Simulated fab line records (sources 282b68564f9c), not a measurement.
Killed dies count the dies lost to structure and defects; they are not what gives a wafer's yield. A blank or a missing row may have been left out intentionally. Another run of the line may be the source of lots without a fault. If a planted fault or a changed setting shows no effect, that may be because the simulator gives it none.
Which tool is to blame? + flow ritCmos + at 1 step of a route of 202, 14 lots with 42 wafers sampled

## WHAT THE GAUGES READ, wafer by wafer
The record lacks any reading of a measuring or inspecting step that a usual standard deviation could be used to judge.

## EACH LOT AND THE TOOL THAT RAN IT (in order: tool; ch and the chambers of the sampled wafers; start)
| lot  | RIT_M1_DEVELOP_08               |
|------|---------------------------------|
| L991 | lithoTrack-04 ch 0, day 3 10:00 |
| L993 | lithoTrack-01 ch 0, day 3 21:00 |
| L995 | lithoTrack-01 ch 0, day 4 02:00 |
| L997 | lithoTrack-01 ch 0, day 4 13:00 |
| L998 | lithoTrack-04 ch 0, day 4 18:00 |
| L999 | lithoTrack-01 ch 0, day 5 00:00 |
| L101 | lithoTrack-04 ch 0, day 5 07:00 |
| L102 | lithoTrack-03 ch 0, day 5 16:00 |
| L104 | lithoTrack-01 ch 0, day 6 00:00 |
| L105 | lithoTrack-04 ch 0, day 6 06:00 |
| L106 | lithoTrack-04, day 6 09:00      |
| L107 | lithoTrack-03, day 6 13:00      |
| L108 | lithoTrack-03 ch 0, day 6 18:00 |
| L109 | lithoTrack-03 ch 0, day 7 05:00 |
- RIT_M1_DEVELOP_08: develop time 68 s.

## AS READ BY THE TOOLS THEMSELVES (means over the sampled wafers that have a number; for cases with no such wafer, the mark the record gives instead)
RIT_M1_DEVELOP_08. Usual: chillPlateTempC 22.98 C, standard deviation 0.099; exhaustPa 44.8 Pa, standard deviation 0.85.
| lot  | tool          | chillPlateTempC (C) | exhaustPa (Pa) | flag |
|------|---------------|---------------------|----------------|------|
| L991 | lithoTrack-04 | 22.91               | 43.9           |      |
| L993 | lithoTrack-01 | 22.90               | 45.1           |      |
| L995 | lithoTrack-01 | 22.92               | 45.7           |      |
| L997 | lithoTrack-01 | 22.97               | 44.8           |      |
| L998 | lithoTrack-04 | 23.04               | 45.3           |      |
| L999 | lithoTrack-01 | 23.11               | 45.3           |      |
| L101 | lithoTrack-04 | 23.00               | 45.0           |      |
| L102 | lithoTrack-03 | 22.90               | 44.5           |      |
| L104 | lithoTrack-01 | 22.93               | 45.0           |      |
| L105 | lithoTrack-04 | 22.92               | 44.1           |      |
| L106 | lithoTrack-04 | -                   | -              | OFF  |
| L107 | lithoTrack-03 | -                   | -              | OFF  |
| L108 | lithoTrack-03 | 23.01               | 43.7           |      |
| L109 | lithoTrack-03 | 22.97               | 44.5           |      |

## THE ANSWER, worked out from the rows above alone
Rule: a lot is off if the mean of its wafers that have a number lies more than 3 standard deviations from the usual mean. Also off: a lot with no number at a reading for which 4 or more lots have one. Any other lot the step has rows for is counted as sound. First the gauges in route order, then the tools' own readings, where a lot's mean is used as printed above. The first step at which some lot is off is used, and at that step the reading that is off furthest; a lot without a number counts as furthest.
Off: L106, L107, at RIT_M1_DEVELOP_08 (chillPlateTempC). Without a number there: L106, L107.
If a tool, at that step or one of the process steps before it, ran each lot that is off and ran no sound lot following the first of them, it fits. No candidate that was tried fits.

## WHAT THE SIMULATOR HAD PUT IN
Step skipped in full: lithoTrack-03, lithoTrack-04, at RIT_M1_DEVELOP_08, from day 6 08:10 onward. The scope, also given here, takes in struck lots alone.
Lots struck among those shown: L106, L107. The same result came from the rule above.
